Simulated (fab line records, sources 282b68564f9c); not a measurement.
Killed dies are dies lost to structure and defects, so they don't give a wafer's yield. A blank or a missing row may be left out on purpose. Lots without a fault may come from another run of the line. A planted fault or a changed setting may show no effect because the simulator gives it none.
A struck lot beside a sound one | flow rit_cmos | 27 steps out of a route of 202
Sound: wafers L784.1, L784.2, L784.3. Struck: wafers L792.2, L792.4, L792.6. The cause comes at the end.
At each step with rows: each side's tool, then ch and its chambers, then its first start. Under that, the readings that differ: sound wafers | struck wafers | difference of the means | sigmas: that difference in standard deviations of wafers without a fault.
alike: readings whose means differ by less than 2 such deviations, and words and numbers that are the same on both sides. not compared: withheld readings, readings that some wafer has no value for, bounds like >300 that may hide the same value, and numbers for which the record gives no deviation and whose values overlap.
The two part at a step that has a row with sigmas, a row that says differs or no value, or rows on one side only. Numbers that don't overlap but have no deviation are shown without sigmas and don't part them. A reading that every wafer of one side lacks parts them only if that side has two wafers or more.

first, 4 steps without rows for these wafers: RIT_CONTACT_SOFTBAKE_04 (time 60 s); RIT_CONTACT_EXPOSE_05 (exposes mask M11, target cd 1000 nm); RIT_CONTACT_PEB_06; RIT_CONTACT_DEVELOP_07 (develop time 120 s).
RIT_CONTACT_CD_MEAS_08: target cd 1000 nm.
  sound on cd_sem-01, day 5 05:51; struck on cd_sem-02, day 6 17:38
  alike: cd_nm
RIT_CONTACT_OVL_MEAS_09:
  sound on overlay-01, day 5 05:58; struck on overlay-02, day 6 17:45
  alike: CONTACT_OVL
then, 1 step without rows for these wafers: RIT_CONTACT_HARDBAKE_10 (time 60 s).
RIT_CONTACT_ETCH_11: etches SiO2 in CHF3/CF4/Ar, stops on TiSi2, target depth 480 nm, time 320 s.
  sound on rie_diel-04 ch 0,1,2, day 5 06:09; struck on rie_diel-01 ch 2,3, day 6 18:11
  alike: drypump_motor_current_A, mfc_ar_sccm, oes_product_au, rf_fwd_power_W, throttle_valve_pct
  not compared: rf_hours_counter_h
RIT_CONTACT_STRIP_12: strips in O2, time 180 s.
  sound on plasma_asher-04 ch 0,1, day 5 06:21; struck on plasma_asher-01 ch 0, day 6 18:23
  alike: drypump_motor_current_A
  not compared: rf_hours_counter_h
RIT_CONTACT_CD_MEAS_90: target cd 1000 nm.
  sound on cd_sem-01, day 5 06:31; struck on cd_sem-01, day 6 18:35
  alike: cd_nm
then, 2 steps without rows for these wafers: RIT_CONTACT_CLEAN_13 (cleans in SC1, time 600 s); RIT_CONTACT_CLEAN_14 (cleans in SC2, time 600 s).
RIT_M1_SPUTTER_00: material Al, target thk 400 nm, time 500 s.
  sound on pvd_sputter-01, day 5 07:11; struck on pvd_sputter-01, day 6 19:02
  reading                  | sound                | struck               | difference | sigmas
  chamber_pressure_pa (Pa) | 0.3997 0.4008 0.4001 | 0.3617 0.3644 0.3621 | -0.0375    | -46
  alike: throttle_valve_pct
  not compared: model.Al_of_M1_SPUTTER_00.thk_nm
RIT_M1_RS_MEAS_01: measures by four-point-probe.
  sound on film_metro-03, day 5 07:29; struck on film_metro-01, day 6 19:20
  alike: M1_AL_RS
RIT_M1_THK_MEAS_02: measures by xrf.
  sound on film_metro-03, day 5 07:36; struck on film_metro-01, day 6 19:27
  alike: M1_AL_THK
then, 6 steps without rows for these wafers: RIT_M1_HMDS_03 (prime time 60 s); RIT_M1_COAT_04 (resist thk 1300 nm); RIT_M1_SOFTBAKE_05 (time 60 s); RIT_M1_EXPOSE_06 (exposes mask M12, target cd 2600 nm); RIT_M1_PEB_07; RIT_M1_DEVELOP_08 (develop time 68 s).
RIT_M1_CD_MEAS_09: target cd 2600 nm.
  sound on cd_sem-01, day 5 08:40; struck on cd_sem-01, day 6 20:32
  alike: cd_nm
RIT_M1_OVL_MEAS_10:
  sound on overlay-02, day 5 08:47; struck on overlay-01, day 6 20:38
  alike: M1_OVL
then, 1 step without rows for these wafers: RIT_M1_HARDBAKE_11 (time 120 s).
RIT_M1_METAL_ETCH_12: etches Al in Cl2/BCl3, stops on SiO2, time 165 s, target depth 600 nm.
  sound on rie_metal-01 ch 0,1, day 5 09:04; struck on rie_metal-02 ch 1, day 6 20:55
  alike: drypump_motor_current_A, oes_product_au, rf_fwd_power_W, throttle_valve_pct
  not compared: rf_hours_counter_h, model.M1.feature_depth_nm, model.etch.depth_nm
then, 1 step without rows for these wafers: RIT_M1_STRIP_13 (strips in nmp, time 600 s).
RIT_M1_PROBE_99:
  sound on prober-01, day 5 12:17; struck on prober-01, day 6 23:14
  alike: defect_limited_yield, killed_at_front_end, killed_dies, killed_open, killed_short, sort_bin_3_pad_short, sort_bin_5_function, sort_bin_6_memory, sort_n_pass, sort_yield_pct

WHERE THEY PART
Only at RIT_M1_SPUTTER_00, within this record. Later steps at which nothing parts them and some readings are alike: RIT_M1_RS_MEAS_01, RIT_M1_THK_MEAS_02, RIT_M1_CD_MEAS_09, RIT_M1_OVL_MEAS_10, RIT_M1_METAL_ETCH_12, RIT_M1_PROBE_99.

WHY: what the simulator had put in
Process parameter drift: pvd_sputter-01, from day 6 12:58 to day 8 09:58, at RIT_M1_SPUTTER_00. Setting chamber_pressure_pa, moved by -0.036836, from 0.4.
